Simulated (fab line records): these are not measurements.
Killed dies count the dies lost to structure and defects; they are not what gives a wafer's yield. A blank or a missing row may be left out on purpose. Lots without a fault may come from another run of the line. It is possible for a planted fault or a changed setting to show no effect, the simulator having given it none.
fab line records | flow rit_cmos
[record] lots = 13 | wafers = 39 | last_day = 6
route steps=202 shown PRETRO@70 GATE@84 NLDD@109 M1@202
lots that met no fault: from a run of the same line without faults
start_h: hours from the record's opening day to when the first of the lot's shown wafers began | wait_h: hours from the lot's prior step to this one | " the same as in the row above | L1.1+2: a single row standing in for several wafers | - no value, or no start given | * or withheld: withheld | < > ~ a bound
route shown NAME@n: names a module that has steps shown in the file, with the first one's number in the route | usual: mean and standard deviation over wafers with no fault | same: alike in all rows | chamber/n: place in a boat | sites: readings site by site | _std_site: how widely they spread, as a standard deviation | _edge_site: outer sites' mean less inner sites' | radius_mm: for every site, how far away it sits from the centre of the wafer | mask NAME#n: copy n | behind: tool/chamber where the wafer was last shaped | hold: reason for holding the lot/hours on hold/outcome of the hold | device: whichever transistor did not switch (one of n, p or np) | end of line: the tests these same wafers got at the end of their route | for a step that has no rows: nothing shown but its recipe | killed: not the wafer's yield, but the dies lost to structure and defects at the first sort | map: the dies of a wafer, with x for killed, . for not killed, _ for no die there
set.NAME: the run value of the setting; set.NAME@STEP: its run value at that earlier step | model.NAME: the simulator's own value behind a step, which no gauge read
steps of the route over a sample of lots; a table a step, a row a wafer
services: from which hour (start_h, from the record's first day; less than 0 if before it) a tool's chamber was out of use, for how many hours, and why
[[steps]]
[step RIT_PRETRO_OVL_MEAS_06]
[usual] PRETRO_OVL = -0.6/1.6
lot.wafer | tool       | chamber | start_h | wait_h | PRETRO_OVL[nm]
L393.3    | overlay-02 | -       | 39.31   | -      | 1.6
L393.5    | "          | -       | "       | "      | 0.0
L393.6    | "          | -       | "       | "      | 2.4
L394.1    | overlay-01 | -       | 42.84   | -      | -2.1
L394.3    | "          | -       | "       | "      | -0.9
L394.6    | "          | -       | "       | "      | -1.4
L395.1    | overlay-01 | -       | 47.61   | -      | -1.3
L395.2    | "          | -       | "       | "      | 0.0
L395.5    | "          | -       | "       | "      | -0.7
L396.3    | overlay-02 | -       | 51.82   | -      | 0.8
L396.4    | "          | -       | "       | "      | -1.8
L396.6    | "          | -       | "       | "      | -0.9
L397.2    | overlay-01 | -       | 56.13   | -      | -0.6
L397.5    | "          | -       | "       | "      | -1.3
L397.6    | "          | -       | "       | "      | -1.2
L398.3    | overlay-02 | -       | 62.96   | -      | 1.2
L398.5    | "          | -       | "       | "      | 1.1
L398.6    | "          | -       | "       | "      | 3.5
L399.1    | overlay-02 | -       | 67.86   | -      | 1.4
L399.2    | "          | -       | "       | "      | -0.4
L399.6    | "          | -       | "       | "      | 1.4
L400.1    | overlay-02 | -       | 71.29   | -      | -1.1
L400.3    | "          | -       | "       | "      | -0.9
L400.5    | "          | -       | "       | "      | -1.6
L401.2    | overlay-01 | -       | 76.16   | -      | -3.1
L401.4    | "          | -       | "       | "      | -2.0
L401.5    | "          | -       | "       | "      | -3.2
L402.3    | overlay-02 | -       | 81.37   | -      | 0.1
L402.5    | "          | -       | "       | "      | 0.1
L402.6    | "          | -       | "       | "      | 0.8
L404.2    | overlay-01 | -       | 97.30   | -      | -3.4
L404.3    | "          | -       | "       | "      | -2.9
L404.4    | "          | -       | "       | "      | -2.1
L406.1    | overlay-02 | -       | 109.40  | -      | 0.7
L406.3    | "          | -       | "       | "      | 0.2
L406.6    | "          | -       | "       | "      | 0.5
L407.3    | overlay-01 | -       | 114.50  | -      | -2.9
L407.4    | "          | -       | "       | "      | -1.9
L407.6    | "          | -       | "       | "      | 1.1
[step RIT_GATE_CVD_08]
[recipe] material = poly-Si | target_thk_nm = 250 | temp_c = 610 | precursor = SiH4 | time_s = 2220 | pressure_mtorr = 300 | sih4_flow_sccm = 100
[usual] zone_power_centre_pct = 28/3
lot.wafer | tool     | chamber | start_h | wait_h | zone_power_centre_pct
L393.3    | lpcvd-02 | 1       | 42.95   | 0.0    | 24
L393.5    | "        | 1       | "       | "      | 25
L393.6    | "        | 1       | "       | "      | 26
L394.1    | lpcvd-02 | 0       | 49.31   | 1.1    | 32
L394.3    | "        | 0       | "       | "      | 32
L394.6    | "        | 0       | "       | "      | 32
L395.1    | lpcvd-01 | 0       | 53.65   | 0.1    | 27
L395.2    | "        | 0       | "       | "      | 26
L395.5    | "        | 0       | "       | "      | 26
L396.3    | lpcvd-01 | 0       | 55.39   | 0.0    | 26
L396.4    | "        | 0       | "       | "      | 27
L396.6    | "        | 0       | "       | "      | 26
L397.2    | lpcvd-02 | 0       | 61.44   | 0.0    | 32
L397.5    | "        | 0       | "       | "      | 32
L397.6    | "        | 0       | "       | "      | 32
L398.3    | lpcvd-01 | 0       | 70.60   | 0.0    | 27
L398.5    | "        | 0       | "       | "      | 26
L398.6    | "        | 0       | "       | "      | 27
L399.1    | lpcvd-02 | 0       | 78.88   | 0.1    | 33
L399.2    | "        | 0       | "       | "      | 32
L399.6    | "        | 0       | "       | "      | 32
L400.1    | lpcvd-02 | 1       | 82.37   | 0.1    | 25
L400.3    | "        | 1       | "       | "      | 25
L400.5    | "        | 1       | "       | "      | 25
L401.2    | lpcvd-02 | 0       | 82.37   | 0.0    | 32
L401.4    | "        | 0       | "       | "      | 32
L401.5    | "        | 0       | "       | "      | 32
L402.3    | lpcvd-02 | 1       | 91.07   | 0.0    | 25
L402.5    | "        | 1       | "       | "      | 25
L402.6    | "        | 1       | "       | "      | 25
L404.2    | lpcvd-02 | 0       | 108.86  | 0.0    | 32
L404.3    | "        | 0       | "       | "      | 32
L404.4    | "        | 0       | "       | "      | 32
L406.1    | lpcvd-02 | 0       | 123.43  | 0.9    | 32
L406.3    | "        | 0       | "       | "      | 32
L406.6    | "        | 0       | "       | "      | 32
L407.3    | lpcvd-01 | 1       | 126.50  | 0.0    | 28
L407.4    | "        | 1       | "       | "      | 28
L407.6    | "        | 1       | "       | "      | 29
[step RIT_GATE_THK_MEAS_09]
[recipe] reads = poly-Si_of_GATE_CVD_08
[usual] GATE_POLY_THK = 250.0/2.2
lot.wafer | tool          | chamber | start_h | wait_h | GATE_POLY_THK[nm]
L393.3    | film_metro-01 | -       | 44.59   | 0.0    | 249.2
L393.5    | "             | -       | "       | "      | 250.1
L393.6    | "             | -       | "       | "      | 249.8
L394.1    | film_metro-02 | -       | 50.93   | 0.0    | 250.4
L394.3    | "             | -       | "       | "      | 251.5
L394.6    | "             | -       | "       | "      | 251.2
L395.1    | film_metro-03 | -       | 55.27   | 0.0    | 252.6
L395.2    | "             | -       | "       | "      | 249.3
L395.5    | "             | -       | "       | "      | 248.1
L396.3    | film_metro-01 | -       | 57.03   | 0.0    | 249.1
L396.4    | "             | -       | "       | "      | 246.6
L396.6    | "             | -       | "       | "      | 246.8
L397.2    | film_metro-01 | -       | 63.07   | 0.0    | 250.1
L397.5    | "             | -       | "       | "      | 248.4
L397.6    | "             | -       | "       | "      | 248.4
L398.3    | film_metro-02 | -       | 72.24   | 0.0    | 253.6
L398.5    | "             | -       | "       | "      | 251.2
L398.6    | "             | -       | "       | "      | 254.0
L399.1    | film_metro-03 | -       | 80.49   | 0.0    | 249.6
L399.2    | "             | -       | "       | "      | 249.9
L399.6    | "             | -       | "       | "      | 249.8
L400.1    | film_metro-01 | -       | 83.99   | 0.0    | 249.9
L400.3    | "             | -       | "       | "      | 250.4
L400.5    | "             | -       | "       | "      | 251.4
L401.2    | film_metro-03 | -       | 84.00   | 0.0    | 253.1
L401.4    | "             | -       | "       | "      | 253.7
L401.5    | "             | -       | "       | "      | 251.4
L402.3    | film_metro-01 | -       | 92.71   | 0.0    | 254.1
L402.5    | "             | -       | "       | "      | 252.2
L402.6    | "             | -       | "       | "      | 253.3
L404.2    | film_metro-01 | -       | 110.49  | 0.0    | 170.4
L404.3    | "             | -       | "       | "      | 170.2
L404.4    | "             | -       | "       | "      | 167.2
L406.1    | film_metro-03 | -       | 125.85  | 0.0    | 168.8
L406.3    | "             | -       | "       | "      | 170.0
L406.6    | "             | -       | "       | "      | 169.0
L407.3    | film_metro-03 | -       | 128.14  | 0.0    | 250.1
L407.4    | "             | -       | "       | "      | 250.7
L407.6    | "             | -       | "       | "      | 250.8
[step RIT_GATE_ETCH_19]
[recipe] chemistry = SF6/CHF3/O2 | time_s = 165 | SF6_flow_sccm = 30 | CHF3_flow_sccm = 30 | O2_flow_sccm = 5 | target = poly-Si | pressure_mtorr = 40 | rf_w = 160 | target_depth_a = 3125 | over_etch_frac = 0.25 | stop_on = SiO2
[usual] drypump_motor_current_A = 5.5/0.35 | oes_product_au = 0.851/0.014 | throttle_valve_pct = 10.24/0.11
lot.wafer | tool      | chamber | start_h | wait_h | drypump_motor_current_A | oes_product_au | rf_hours_counter_h | throttle_valve_pct
L393.3    | rie_si-02 | 1       | 45.91   | 0.1    | 5.9                     | 0.855          | 38                 | 10.31
L393.5    | "         | 2       | "       | "      | 5.4                     | 0.848          | -                  | 10.38
L393.6    | "         | 3       | "       | "      | 5.4                     | 0.858          | -                  | 10.27
L394.1    | rie_si-01 | 1       | 52.26   | 0.1    | 4.8                     | 0.851          | 68                 | 10.12
L394.3    | "         | 2       | "       | "      | 6.0                     | 0.853          | 2                  | 10.18
L394.6    | "         | 2       | "       | "      | 6.0                     | 0.850          | -                  | 10.20
L395.1    | rie_si-02 | 2       | 56.76   | 0.1    | 5.4                     | 0.840          | 71                 | 10.39
L395.2    | "         | 0       | "       | "      | 5.4                     | 0.842          | 1                  | 10.37
L395.5    | "         | 2       | "       | "      | 5.4                     | 0.838          | -                  | 10.39
L396.3    | rie_si-01 | 0       | 58.45   | 0.1    | 5.6                     | 0.863          | 102                | 10.22
L396.4    | "         | 3       | "       | "      | 5.8                     | 0.826          | 89                 | 10.05
L396.6    | "         | 0       | "       | "      | 5.6                     | 0.863          | -                  | 10.22
L397.2    | rie_si-02 | 2       | 64.44   | 0.1    | 5.4                     | 0.841          | 71                 | 10.39
L397.5    | "         | 3       | "       | "      | 5.3                     | 0.861          | -                  | 10.27
L397.6    | "         | 0       | "       | "      | 5.3                     | 0.832          | -                  | 10.37
L398.3    | rie_si-01 | 1       | 73.44   | 0.1    | 4.8                     | 0.863          | 68                 | 10.13
L398.5    | "         | 2       | "       | "      | 5.9                     | 0.861          | -                  | 10.18
L398.6    | "         | 3       | "       | "      | 5.8                     | 0.836          | -                  | 10.06
L399.1    | rie_si-02 | 3       | 82.05   | 0.1    | 5.4                     | 0.865          | 30                 | 10.27
L399.2    | "         | 1       | "       | "      | 6.0                     | 0.860          | 38                 | 10.33
L399.6    | "         | 2       | "       | "      | 5.4                     | 0.839          | -                  | 10.36
L400.1    | rie_si-01 | 0       | 85.23   | 0.1    | 5.6                     | 0.865          | 102                | 10.20
L400.3    | "         | 2       | "       | "      | 5.9                     | 0.857          | 3                  | 10.18
L400.5    | "         | 2       | "       | "      | 5.9                     | 0.860          | -                  | 10.18
L401.2    | rie_si-02 | 1       | 85.45   | 0.1    | 6.0                     | 0.862          | 38                 | 10.32
L401.4    | "         | 0       | "       | "      | 5.4                     | 0.849          | 1                  | 10.37
L401.5    | "         | 3       | "       | "      | 5.3                     | 0.862          | -                  | 10.26
L402.3    | rie_si-01 | 0       | 93.90   | 0.1    | 5.6                     | 0.876          | 102                | 10.22
L402.5    | "         | 1       | "       | "      | 4.8                     | 0.860          | -                  | 10.13
L402.6    | "         | 0       | "       | "      | 5.6                     | 0.879          | -                  | 10.22
L404.2    | rie_si-01 | 0       | 111.82  | 0.1    | 5.6                     | 0.673          | 102                | 10.21
L404.3    | "         | 1       | "       | "      | 4.8                     | 0.659          | 68                 | 10.13
L404.4    | "         | 3       | "       | "      | 5.8                     | 0.651          | 89                 | 10.04
L406.1    | rie_si-01 | 2       | 127.32  | 0.1    | 5.9                     | 0.657          | 3                  | 10.19
L406.3    | "         | 1       | "       | "      | 4.8                     | 0.648          | 68                 | 10.12
L406.6    | "         | 1       | "       | "      | 4.8                     | 0.662          | -                  | 10.12
L407.3    | rie_si-02 | 0       | 129.34  | 0.1    | 5.3                     | 0.841          | 1                  | 10.38
L407.4    | "         | 2       | "       | "      | 5.4                     | 0.839          | 72                 | 10.39
L407.6    | "         | 2       | "       | "      | 5.4                     | 0.837          | -                  | 10.37
[step RIT_NLDD_OVL_MEAS_06]
[usual] NLDD_OVL = 0.2/1.5
lot.wafer | tool       | chamber | start_h | wait_h | NLDD_OVL[nm]
L393.3    | overlay-01 | -       | 52.03   | -      | 0.5
L393.5    | "          | -       | "       | "      | 0.3
L393.6    | "          | -       | "       | "      | 0.3
L394.1    | overlay-02 | -       | 58.20   | -      | 1.0
L394.3    | "          | -       | "       | "      | 0.5
L394.6    | "          | -       | "       | "      | 2.5
L395.1    | overlay-01 | -       | 62.04   | -      | 0.2
L395.2    | "          | -       | "       | "      | 0.6
L395.5    | "          | -       | "       | "      | 0.7
L396.3    | overlay-01 | -       | 64.34   | -      | 1.0
L396.4    | "          | -       | "       | "      | 0.4
L396.6    | "          | -       | "       | "      | 0.9
L397.2    | overlay-01 | -       | 71.39   | -      | -2.4
L397.5    | "          | -       | "       | "      | -3.6
L397.6    | "          | -       | "       | "      | -0.2
L398.3    | overlay-01 | -       | 82.04   | -      | -1.1
L398.5    | "          | -       | "       | "      | 1.3
L398.6    | "          | -       | "       | "      | 1.9
L399.1    | overlay-01 | -       | 90.09   | -      | -1.1
L399.2    | "          | -       | "       | "      | 0.4
L399.6    | "          | -       | "       | "      | 1.1
L400.1    | overlay-02 | -       | 90.34   | -      | -1.5
L400.3    | "          | -       | "       | "      | -2.5
L400.5    | "          | -       | "       | "      | -0.4
L401.2    | overlay-02 | -       | 90.58   | -      | 0.8
L401.4    | "          | -       | "       | "      | 0.8
L401.5    | "          | -       | "       | "      | 0.5
L402.3    | overlay-01 | -       | 102.19  | -      | 0.8
L402.5    | "          | -       | "       | "      | 2.6
L402.6    | "          | -       | "       | "      | 0.6
L404.2    | overlay-01 | -       | 119.60  | -      | 0.6
L404.3    | "          | -       | "       | "      | -0.1
L404.4    | "          | -       | "       | "      | 0.8
L406.1    | overlay-02 | -       | 135.16  | -      | -2.4
L406.3    | "          | -       | "       | "      | -1.6
L406.6    | "          | -       | "       | "      | 1.2
L407.3    | overlay-01 | -       | 135.42  | -      | -1.3
L407.4    | "          | -       | "       | "      | -1.4
L407.6    | "          | -       | "       | "      | -1.6
[step RIT_NLDD_STRIP_09]
[recipe] chemistry = O2 | time_s = 180 | resist = NOVOLAK | platen_temp_c = withheld | power_w = 500 | pressure_mtorr = 4000 | o2_flow_sccm = 4000
[usual] drypump_motor_current_A = 5.9/0.62
lot.wafer | tool            | chamber | start_h | wait_h | drypump_motor_current_A | rf_hours_counter_h
L393.3    | plasma_asher-04 | 1       | 52.41   | 0.1    | 5.0                     | -
L393.5    | "               | 1       | "       | "      | 5.0                     | -
L393.6    | "               | 0       | "       | "      | 6.6                     | -
L394.1    | plasma_asher-03 | 1       | 58.53   | 0.1    | 5.5                     | 40
L394.3    | "               | 1       | "       | "      | 5.5                     | -
L394.6    | "               | 1       | "       | "      | 5.5                     | -
L395.1    | plasma_asher-04 | 1       | 62.38   | 0.1    | 5.0                     | 40
L395.2    | "               | 0       | "       | "      | 6.5                     | 40
L395.5    | "               | 0       | "       | "      | 6.6                     | -
L396.3    | plasma_asher-03 | 1       | 64.72   | 0.1    | 5.4                     | -
L396.4    | "               | 0       | "       | "      | 5.9                     | -
L396.6    | "               | 1       | "       | "      | 5.4                     | -
L397.2    | plasma_asher-03 | 0       | 71.72   | 0.1    | 5.9                     | 42
L397.5    | "               | 1       | "       | "      | 5.5                     | -
L397.6    | "               | 0       | "       | "      | 5.9                     | -
L398.3    | plasma_asher-04 | 0       | 82.42   | 0.1    | 6.6                     | -
L398.5    | "               | 1       | "       | "      | 5.0                     | -
L398.6    | "               | 0       | "       | "      | 6.6                     | -
L399.1    | plasma_asher-03 | 1       | 90.43   | 0.1    | 5.5                     | 43
L399.2    | "               | 0       | "       | "      | 5.9                     | 43
L399.6    | "               | 1       | "       | "      | 5.4                     | -
L400.1    | plasma_asher-04 | 1       | 90.67   | 0.1    | 5.0                     | 43
L400.3    | "               | 1       | "       | "      | 5.0                     | -
L400.5    | "               | 0       | "       | "      | 6.6                     | -
L401.2    | plasma_asher-01 | 0       | 90.91   | 0.1    | 6.8                     | 29
L401.4    | "               | 1       | "       | "      | 5.8                     | -
L401.5    | "               | 1       | "       | "      | 5.8                     | -
L402.3    | plasma_asher-04 | 0       | 102.67  | 0.1    | 6.5                     | -
L402.5    | "               | 0       | "       | "      | 6.6                     | -
L402.6    | "               | 1       | "       | "      | 5.0                     | -
L404.2    | plasma_asher-01 | 0       | 119.93  | 0.1    | 6.8                     | 32
L404.3    | "               | 1       | "       | "      | 5.8                     | -
L404.4    | "               | 0       | "       | "      | 6.8                     | -
L406.1    | plasma_asher-04 | 1       | 135.50  | 0.1    | 5.0                     | 47
L406.3    | "               | 0       | "       | "      | 6.6                     | -
L406.6    | "               | 1       | "       | "      | 5.0                     | -
L407.3    | plasma_asher-03 | 0       | 135.80  | 0.1    | 5.9                     | -
L407.4    | "               | 1       | "       | "      | 5.5                     | -
L407.6    | "               | 1       | "       | "      | 5.5                     | -
[step RIT_M1_PROBE_99]
[usual] killed_at_contacts = 0.1/0.28 | killed_at_front_end = 7.1/2.8 | killed_dies = 7.1/2.9 | killed_open = 3.4/2 | killed_short = 3.6/2.1
[same] gross_dies = 264 | killed_at_M0_to_M3 = 0 | killed_at_M4_up = 0 | killed_at_back_side = 0 | killed_at_other = 0
lot.wafer | tool      | chamber | start_h | wait_h | killed_at_contacts | killed_at_front_end | killed_dies | killed_open | killed_short
L393.3    | prober-02 | -       | 68.45   | 0.2    | 0                  | 6                   | 6           | 4           | 2
L393.5    | prober-02 | -       | 68.55   | 0.2    | 1                  | 7                   | 8           | 6           | 2
L393.6    | prober-02 | -       | 68.60   | 0.2    | 0                  | 8                   | 8           | 8           | 0
L394.1    | prober-01 | -       | 73.79   | 0.1    | 0                  | 5                   | 5           | 2           | 3
L394.3    | prober-01 | -       | 73.89   | 0.2    | 1                  | 8                   | 9           | 6           | 3
L394.6    | prober-01 | -       | 74.04   | 0.2    | 0                  | 8                   | 8           | 2           | 6
L395.1    | prober-02 | -       | 77.60   | 0.1    | 0                  | 10                  | 10          | 5           | 5
L395.2    | prober-02 | -       | 77.65   | 0.1    | 0                  | 15                  | 15          | 7           | 8
L395.5    | prober-02 | -       | 77.80   | 0.2    | 0                  | 13                  | 13          | 6           | 7
L396.3    | prober-01 | -       | 80.33   | 0.2    | 0                  | 2                   | 2           | 2           | 0
L396.4    | prober-01 | -       | 80.38   | 0.2    | 0                  | 6                   | 6           | 3           | 3
L396.6    | prober-01 | -       | 80.48   | 0.2    | 0                  | 11                  | 11          | 4           | 7
L397.2    | prober-02 | -       | 87.64   | 0.1    | 0                  | 3                   | 3           | 0           | 3
L397.5    | prober-02 | -       | 87.79   | 0.2    | 0                  | 11                  | 11          | 8           | 3
L397.6    | prober-02 | -       | 87.84   | 0.2    | 0                  | 7                   | 7           | 4           | 3
L398.3    | prober-01 | -       | 97.67   | 0.2    | 0                  | 8                   | 8           | 3           | 5
L398.5    | prober-01 | -       | 97.77   | 0.2    | 0                  | 3                   | 3           | 2           | 1
L398.6    | prober-01 | -       | 97.82   | 0.2    | 0                  | 8                   | 8           | 5           | 3
L399.1    | prober-02 | -       | 105.67  | 0.1    | 0                  | 7                   | 7           | 3           | 4
L399.2    | prober-02 | -       | 105.72  | 0.1    | 0                  | 7                   | 7           | 3           | 4
L399.6    | prober-02 | -       | 105.92  | 0.2    | 0                  | 10                  | 10          | 4           | 6
L400.1    | prober-01 | -       | 107.17  | 0.1    | 0                  | 9                   | 9           | 3           | 6
L400.3    | prober-01 | -       | 107.27  | 0.2    | 0                  | 8                   | 8           | 3           | 3
L400.5    | prober-01 | -       | 107.37  | 0.2    | 0                  | 3                   | 3           | 3           | 0
L401.2    | prober-02 | -       | 110.55  | 0.1    | 0                  | 5                   | 5           | 1           | 2
L401.4    | prober-02 | -       | 110.65  | 0.2    | 0                  | 3                   | 3           | 1           | 0
L401.5    | prober-02 | -       | 110.70  | 0.2    | 0                  | 8                   | 8           | 3           | 5
L402.3    | prober-01 | -       | 118.97  | 0.2    | 0                  | 8                   | 8           | 1           | 6
L402.5    | prober-01 | -       | 119.07  | 0.2    | 1                  | 3                   | 4           | 1           | 1
L402.6    | prober-01 | -       | 119.12  | 0.2    | 0                  | 8                   | 8           | 5           | 2
L404.2    | prober-01 | -       | 135.24  | 0.1    | 0                  | 9                   | 9           | 3           | 6
L404.3    | prober-01 | -       | 135.29  | 0.2    | 0                  | 8                   | 8           | 6           | 2
L404.4    | prober-01 | -       | 135.34  | 0.2    | 0                  | 6                   | 6           | 3           | 3
L406.1    | prober-01 | -       | 151.15  | 0.1    | 0                  | 6                   | 6           | 4           | 2
L406.3    | prober-01 | -       | 151.25  | 0.2    | 0                  | 7                   | 7           | 4           | 3
L406.6    | prober-01 | -       | 151.40  | 0.2    | 0                  | 8                   | 8           | 6           | 2
L407.3    | prober-02 | -       | 152.87  | 0.2    | 0                  | 6                   | 6           | 1           | 5
L407.4    | prober-02 | -       | 152.92  | 0.2    | 0                  | 11                  | 11          | 5           | 5
L407.6    | prober-02 | -       | 153.02  | 0.2    | 0                  | 8                   | 8           | 6           | 1
// killed by level:class
L393.3 GATE:geometric_particle:open=2 FOX1:geometric_particle:open=1 GATE:geometric_particle:short=1 SPACER:geometric_particle:open=1 SILICIDE:geometric_particle:short=1
L393.5 FOX1:geometric_particle:open=2 GATE:geometric_particle:open=2 GATE:geometric_particle:short=1 REOX:geometric_particle:short=1 SPACER:geometric_particle:open=1 CONTACT:geometric_particle:open=1
L393.6 GATE:geometric_particle:open=4 FOX1:geometric_particle:open=1 FOX2:geometric_particle:open=1 REOX:geometric_particle:open=1 SILICIDE:geometric_particle:open=1
L394.1 FOX1:geometric_particle:short=1 FOX2:geometric_particle:open=1 GATE:geometric_particle:short=1 REOX:geometric_particle:open=1 SILICIDE:geometric_particle:short=1
L394.3 FOX2:geometric_particle:open=2 FOX2:geometric_particle:short=1 GATE:geometric_particle:short=1 GATE:geometric_particle:open=1 REOX:geometric_particle:short=1 SPACER:geometric_particle:open=1 SILICIDE:geometric_particle:open=1 CONTACT:geometric_particle:open=1
L394.6 GATE:geometric_particle:short=4 SPACER:geometric_particle:open=2 SPACER:geometric_particle:short=1 SILICIDE:geometric_particle:short=1
L395.1 SPACER:geometric_particle:short=3 SPACER:geometric_particle:open=2 FOX2:geometric_particle:short=1 FOX2:geometric_particle:open=1 REOX:geometric_particle:open=1 REOX:geometric_particle:short=1 SILICIDE:geometric_particle:open=1
L395.2 GATE:geometric_particle:open=5 SILICIDE:geometric_particle:short=4 FOX1:geometric_particle:short=1 FOX2:geometric_particle:short=1 FOX2:geometric_particle:open=1 REOX:geometric_particle:short=1 REOX:geometric_particle:open=1 SPACER:geometric_particle:short=1
L395.5 GATE:geometric_particle:open=4 GATE:geometric_particle:short=3 FOX1:geometric_particle:short=2 REOX:geometric_particle:short=2 FOX1:geometric_particle:open=1 SILICIDE:geometric_particle:open=1
L396.3 FOX1:geometric_particle:open=1 SPACER:geometric_particle:open=1
L396.4 GATE:geometric_particle:short=3 FOX1:geometric_particle:open=1 GATE:geometric_particle:open=1 SPACER:geometric_particle:open=1
L396.6 GATE:geometric_particle:short=6 GATE:geometric_particle:open=3 FOX1:geometric_particle:open=1 REOX:geometric_particle:short=1
L397.2 FOX2:geometric_particle:short=1 GATE:geometric_particle:short=1 SPACER:geometric_particle:short=1
L397.5 FOX2:geometric_particle:open=4 SPACER:geometric_particle:open=2 SILICIDE:geometric_particle:open=2 FOX2:geometric_particle:short=1 GATE:geometric_particle:short=1 SILICIDE:geometric_particle:short=1
L397.6 FOX1:geometric_particle:open=2 GATE:geometric_particle:open=2 FOX1:geometric_particle:short=1 GATE:geometric_particle:short=1 SILICIDE:geometric_particle:short=1
L398.3 FOX1:geometric_particle:short=3 REOX:geometric_particle:open=2 FOX2:geometric_particle:short=1 SPACER:geometric_particle:open=1 SILICIDE:geometric_particle:short=1
L398.5 GATE:geometric_particle:open=2 REOX:geometric_particle:short=1
L398.6 SPACER:geometric_particle:open=3 REOX:geometric_particle:short=2 FOX1:geometric_particle:open=1 GATE:geometric_particle:open=1 SPACER:geometric_particle:short=1
L399.1 GATE:geometric_particle:short=3 GATE:geometric_particle:open=3 REOX:geometric_particle:short=1
L399.2 GATE:geometric_particle:short=3 FOX2:geometric_particle:short=1 GATE:geometric_particle:open=1 SPACER:geometric_particle:open=1 SILICIDE:geometric_particle:open=1
L399.6 GATE:geometric_particle:short=2 GATE:geometric_particle:open=2 FOX1:geometric_particle:short=1 FOX1:geometric_particle:open=1 FOX2:geometric_particle:short=1 REOX:geometric_particle:short=1 SPACER:geometric_particle:short=1 SILICIDE:geometric_particle:open=1
L400.1 GATE:geometric_particle:short=5 GATE:geometric_particle:open=2 REOX:geometric_particle:short=1 REOX:geometric_particle:open=1
L400.3 GATE:geometric_particle:short=3 GATE:geometric_particle:open=2 NWELL:coat_microbubble_printed=2 SPACER:geometric_particle:open=1
L400.5 GATE:geometric_particle:open=2 SPACER:geometric_particle:open=1
L401.2 NRETRO:coat_microbubble_printed=2 GATE:geometric_particle:short=1 SILICIDE:geometric_particle:open=1 SILICIDE:geometric_particle:short=1
L401.4 NRETRO:coat_microbubble_printed=2 FOX2:geometric_particle:open=1
L401.5 GATE:geometric_particle:short=3 FOX1:geometric_particle:short=2 SPACER:geometric_particle:open=2 SILICIDE:geometric_particle:open=1
L402.3 FOX2:geometric_particle:short=2 SPACER:geometric_particle:short=2 FOX1:geometric_particle:short=1 GATE:geometric_particle:short=1 SILICIDE:geometric_particle:open=1 NSD:coat_microbubble_printed=1
L402.5 NSD:coat_microbubble_printed=2 SPACER:geometric_particle:open=1 CONTACT:geometric_particle:short=1
L402.6 FOX1:geometric_particle:open=2 FOX2:geometric_particle:open=1 REOX:geometric_particle:open=1 REOX:geometric_particle:short=1 SPACER:geometric_particle:open=1 SPACER:geometric_particle:short=1 NSD:coat_microbubble_printed=1
L404.2 SPACER:geometric_particle:short=3 SILICIDE:geometric_particle:open=2 FOX1:geometric_particle:short=1 REOX:geometric_particle:short=1 REOX:geometric_particle:open=1 SILICIDE:geometric_particle:short=1
L404.3 SPACER:geometric_particle:open=4 FOX1:geometric_particle:open=2 FOX1:geometric_particle:short=1 SPACER:geometric_particle:short=1
L404.4 REOX:geometric_particle:open=2 GATE:geometric_particle:short=1 GATE:geometric_particle:open=1 REOX:geometric_particle:short=1 SPACER:geometric_particle:short=1
L406.1 REOX:geometric_particle:open=2 FOX1:geometric_particle:open=1 FOX2:geometric_particle:open=1 REOX:geometric_particle:short=1 SPACER:geometric_particle:short=1
L406.3 REOX:geometric_particle:open=2 FOX1:geometric_particle:open=1 FOX2:geometric_particle:open=1 GATE:geometric_particle:short=1 REOX:geometric_particle:short=1 SPACER:geometric_particle:short=1
L406.6 FOX1:geometric_particle:open=2 GATE:geometric_particle:open=2 REOX:geometric_particle:short=2 SPACER:geometric_particle:open=1 SILICIDE:geometric_particle:open=1
L407.3 GATE:geometric_particle:short=2 ACTIVE:geometric_particle:short=1 REOX:geometric_particle:open=1 REOX:geometric_particle:short=1 SILICIDE:geometric_particle:short=1
L407.4 REOX:geometric_particle:open=4 GATE:geometric_particle:short=2 REOX:geometric_particle:short=2 FOX2:geometric_particle:short=1 GATE:geometric_particle:open=1 PRETRO:coat_microbubble_printed=1
L407.6 GATE:geometric_particle:open=2 SILICIDE:geometric_particle:open=2 FOX1:geometric_particle:open=1 REOX:geometric_particle:open=1 SPACER:geometric_particle:short=1 PRETRO:coat_microbubble_printed=1
[[services]]
tool            | chamber | start_h | hours | kind
plasma_asher-04 | -       | 26.60   | 9.4   | pm
rie_si-02       | -       | 32.69   | 0.4   | repair
plasma_asher-03 | -       | 67.92   | 1.6   | repair
rie_si-01       | 0       | 72.10   | 8.9   | repair
lpcvd-01        | -       | 94.50   | 2.8   | pm
rie_si-02       | -       | 97.06   | 2.0   | repair
plasma_asher-03 | -       | 108.75  | 9.0   | pm
plasma_asher-03 | 0       | 108.75  | 9.0   | vent_cycle
plasma_asher-03 | 1       | 108.75  | 9.0   | vent_cycle
plasma_asher-03 | 0       | 117.75  | -     | clean
plasma_asher-03 | 1       | 117.75  | -     | clean
plasma_asher-04 | -       | 125.04  | 1.7   | repair
rie_si-01       | 3       | 126.33  | 8.6   | repair
plasma_asher-01 | -       | 132.82  | 4.3   | pm
[[key]]
[first_sign] step = RIT_GATE_THK_MEAS_09 | reading = GATE_POLY_THK | direction = down | sigmas = 36 | usual = 250.0 | struck = 169.3
[effect] step = RIT_GATE_ETCH_19 | reading = oes_product_au | direction = down | sigmas = 14 | usual = 0.851 | struck = 0.658
met_at RIT_GATE_CVD_08
struck_lots L404,L406
tester_left_out L404,L406
not_acting_at RIT_PRETRO_OVL_MEAS_06,RIT_NLDD_OVL_MEAS_06,RIT_NLDD_STRIP_09
onset_between 91.07 108.86
[fault] kind = process_parameter_drift | tool = lpcvd-02 | chamber = - | onset_h = 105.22 | steps = RIT_GATE_CVD_08 | channel = target_thk_nm | offset = -82.5 | shape = step | end_h = 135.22 | acts_in = these_recipes_only | stated = 250
// tester_left_out: of these lots the tester's yield and bins aren't shown, on N5 and GAA mostly nor the transistor test; their killed dies are dies lost to structure and defects alone, not to doping, threshold or leakage, so they don't give the yield
